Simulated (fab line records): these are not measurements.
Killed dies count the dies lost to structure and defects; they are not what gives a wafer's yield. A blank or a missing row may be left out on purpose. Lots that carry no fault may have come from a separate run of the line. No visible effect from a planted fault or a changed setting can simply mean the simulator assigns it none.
A single fault, viewed from 2 desks + flow rit cmos + every desk sees just its own numbers, and what lay behind them comes last

== THE METROLOGY DESK ==
What the gauges read for every lot (on any tool): the sampled wafers with a number, averaged. Marked OUT: a lot whose mean sits more than 4 standard deviations from the usual mean, which makes it out of limits; the brackets give that distance.
Columns: A = SPACER_NITRIDE_THK at RIT_SPACER_THK_MEAS_04, usual 249.8 nm
| lot  | first seen here | A                |
|------|-----------------|------------------|
| L160 | day 3 01:22     | 248.8            |
| L161 | day 3 08:06     | 251.6            |
| L162 | day 3 10:49     | 249.8            |
| L163 | day 3 13:50     | 249.2            |
| L164 | day 3 21:59     | 251.9            |
| L165 | day 4 04:27     | 251.8            |
| L166 | day 4 08:11     | 250.3            |
| L172 | day 5 16:55     | 246.8            |
| L175 | day 6 08:00     | 252.0            |
| L176 | day 6 13:11     | 235.5 (-6.8) OUT |
| L177 | day 6 17:14     | 235.1 (-7.0) OUT |
| L178 | day 6 19:50     | 248.0            |
| L179 | day 6 21:47     | 245.8            |
| L181 | day 7 12:40     | 248.0            |
This desk's result: L176, L177 out of limits, first on L176 (SPACER_NITRIDE_THK at RIT_SPACER_THK_MEAS_04), day 6 13:11. Within limits: L160, L161, L162, L163, L164, L165, L166, L172, L175, L178, L179, L181.

== TOOL OWNER'S DESK, lpcvd-02 ==
The tool's own readings at RIT_SPACER_CVD_03 (deposits Si3N4 from SiH2Cl2/NH3, target thk 250 nm, time 3300 s): means of the sampled wafers that have a number, for each lot that ran on this tool. Marked OUT: a lot whose mean sits more than 4 standard deviations from the usual mean, which makes it out of limits; the brackets give that distance.
Columns: A = pressure mtorr at RIT_SPACER_CVD_03, usual 300.1 mTorr
| lot  | first seen here | A               |
|------|-----------------|-----------------|
| L160 | day 2 23:26     | 299.7           |
| L161 | day 3 06:11     | 299.6           |
| L162 | day 3 08:54     | 299.6           |
| L163 | day 3 11:55     | 300.1           |
| L164 | day 3 20:03     | 298.5           |
| L165 | day 4 02:31     | 300.0           |
| L176 | day 6 10:18     | 240.7 (-90) OUT |
| L177 | day 6 15:18     | 240.4 (-90) OUT |
This desk's verdict: out of limits on L176, L177, starting with L176 at day 6 10:18 (pressure mtorr at RIT_SPACER_CVD_03). Within limits: L160, L161, L162, L163, L164, L165.

== TAKEN TOGETHER ==
On L176, L177, at day 6 10:18, an alarm was possible from the tool owner's desk.
At day 6 13:11 the metrology desk could have sounded an alarm, on L176, L177.
On lpcvd-02, each named lot ran RIT_SPACER_CVD_03.

== WHAT HAD BEEN PUT IN BY THE SIMULATOR ==
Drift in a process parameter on lpcvd-02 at RIT_SPACER_CVD_03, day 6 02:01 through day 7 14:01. Setting pressure mtorr, moved by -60, from 300. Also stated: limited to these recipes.
Struck lots among those shown: L176, L177.
Hours from the fault's start to each desk's first reading out of limits: the tool owner's desk, 8; the metrology desk, 11.
